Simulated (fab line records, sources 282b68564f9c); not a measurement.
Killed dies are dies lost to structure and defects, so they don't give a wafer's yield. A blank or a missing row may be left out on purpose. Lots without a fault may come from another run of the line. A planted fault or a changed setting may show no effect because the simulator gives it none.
A struck lot beside a sound one | flow rit_cmos | 15 steps out of a route of 202
Sound: wafers L154.1, L154.2, L154.5. Struck: wafers L172.2, L172.3, L172.6. The cause comes at the end.
At each step with rows: each side's tool, then ch and its chambers, then its first start. Under that, the readings that differ: sound wafers | struck wafers | difference of the means | sigmas: that difference in standard deviations of wafers without a fault.
alike: readings whose means differ by less than 2 such deviations, and words and numbers that are the same on both sides. not compared: withheld readings, readings that some wafer has no value for, bounds like >300 that may hide the same value, and numbers for which the record gives no deviation and whose values overlap.
The two part at a step that has a row with sigmas, a row that says differs or no value, or rows on one side only. Numbers that don't overlap but have no deviation are shown without sigmas and don't part them. A reading that every wafer of one side lacks parts them only if that side has two wafers or more.

first, 1 step without rows for these wafers: RIT_PRETRO_DEVELOP_05 (develop time 68 s).
RIT_PRETRO_OVL_MEAS_06:
  sound on overlay-02, day 3 03:38; struck on overlay-01, day 6 21:22
  alike: PRETRO_OVL
then, 2 steps without rows for these wafers: RIT_PRETRO_HARDBAKE_07 (time 120 s); RIT_PRETRO_IMPLANT_08.
RIT_PRETRO_STRIP_09: strips in O2, time 180 s.
  sound on plasma_asher-01 ch 0,1, day 3 04:05; struck on plasma_asher-01 ch 0,1, day 6 21:48
  alike: drypump_motor_current_A, o2_flow_sccm
  not compared: rf_hours_counter_h
RIT_PRETRO_TW_MEAS_10:
  sound on film_metro-02, day 3 04:15; struck on film_metro-02, day 6 21:59
  reading   | sound             | struck            | difference | sigmas
  PRETRO_TW | 466.6 466.6 466.7 | 474.2 474.0 472.1 | +6.8       | +3
then, 5 steps without rows for these wafers: RIT_GATE_WET_ETCH_00 (etches SiO2 in BOE, target depth 56 nm, time 60 s); RIT_GATE_CLEAN_01 (cleans in SC1, time 600 s); RIT_GATE_CLEAN_02 (cleans in dHF, time 30 s); RIT_GATE_CLEAN_03 (cleans in SC2, time 600 s); RIT_GATE_CLEAN_04 (cleans in dHF, time 60 s).
RIT_FOX2_THK_MEAS_91:
  sound on film_metro-02, day 3 04:44; struck on film_metro-01, day 6 22:40
  alike: FIELD_OXIDE_LEFT_2_THK
RIT_GATE_OXIDATION_05: target thk 3 nm, ox time 270 s.
  sound on furnace-01 ch 0, day 3 04:47; struck on furnace-01 ch 0, day 6 22:43
  reading                                     | sound             | struck           | difference | sigmas
  model.SiO2_of_GATE_OXIDATION_05.thk_nm (nm) | 2.993 3.036 3.032 | 3.138 3.14 3.109 | +0.109     |
  alike: ox_temp_c
then, 1 step without rows for these wafers: RIT_GATE_ANNEAL_06 (time 600 s).
RIT_M1_PROBE_99:
  sound on prober-01, day 4 07:30; struck on prober-01, day 8 01:13
  reading                             | sound             | struck            | difference | sigmas
  model.etest.nmos_0p3.r_on_ohm_um    | 2192 2185 2187    | 2234 2253 2217    | +47        |
  model.etest.nmos_narrow.drive_ua_um | 230.6 226.9 228.6 | 217.3 212.4 214.3 | -14.0      |
  model.etest.nmos_0p3.drive_ua_um    | 227.7 226 226.8   | 211.4 210.6 212.2 | -15.4      |
  model.etest.pmos_0p15.drive_ua_um   | 236.6 239.8 240.2 | 245.8 246.8 246.4 | +7.5       |
  model.etest.pmos_turned.drive_ua_um | 174.1 176.7 178.9 | 182.5 185.1 186.8 | +8.2       |
  model.etest.pmos_0p3.drive_ua_um    | 97.96 97.84 97.98 | 94.91 94.49 97.17 | -2.40      |
  alike: killed_at_contacts, killed_at_front_end, killed_dies, killed_open, killed_short
  not compared: model.etest.pmos_0p3.r_on_ohm_um, model.etest.nmos_0p15.drive_ua_um

WHERE THEY PART
Only at RIT_PRETRO_TW_MEAS_10, within this record. Later steps at which nothing parts them and some readings are alike: RIT_FOX2_THK_MEAS_91, RIT_GATE_OXIDATION_05, RIT_M1_PROBE_99.

WHY: what the simulator had put in
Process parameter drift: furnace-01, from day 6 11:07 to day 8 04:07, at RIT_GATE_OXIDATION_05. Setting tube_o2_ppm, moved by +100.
